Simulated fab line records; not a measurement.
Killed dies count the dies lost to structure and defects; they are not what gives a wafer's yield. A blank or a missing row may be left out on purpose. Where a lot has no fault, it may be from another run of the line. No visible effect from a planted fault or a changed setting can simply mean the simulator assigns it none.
Chamber matching ; flow rit cmos ; RIT_SPACER_ETCHBACK_05 on rie diel-04 has 4 sister chambers
The step etches Si3N4 in SF6/CHF3, stops on SiO2, target depth 250 nm, time 240 s. 4 wafers are shown with their chamber, then 7 later ones without.

WAFERS PAIRED WITH THEIR CHAMBERS
wafer;chamber;throttle valve pct (%)
L532.1;2;10.09
L532.5;1;10.32
L533.3;0;10.03
L533.5;3;10.14

WAFERS WITH NO CHAMBER GIVEN
wafer;throttle valve pct (%)
L533.6;10.01
L545.1;10.14
L545.2;10.31
L545.6;10.02
L546.4;10.09
L546.5;9.99
L546.6;10.32

THE CHAMBER EACH PASSED THROUGH
wafer;from the rows above;in truth
L533.6;0;0
L545.1;3;3
L545.2;1;1
L545.6;0;0
L546.4;2;2
L546.5;0;0
L546.6;1;1
Correctly placed: 7 of 7. Number that these rows cannot place: 0. Wrongly placed: 0.
How it was worked out, from the rows above alone: a wafer's distance from a chamber is the root of the sum, over the readings, of the square of ((its reading less the chamber's mean) divided by the reading's scatter). The wafer belongs to the nearest chamber; if the next one is less than 2 further off, it can't be placed. A chamber's mean is the mean of its shown wafers. The scatter: root of mean squared gap, hidden wafer to nearest shown wafer, with one shown wafer a chamber.
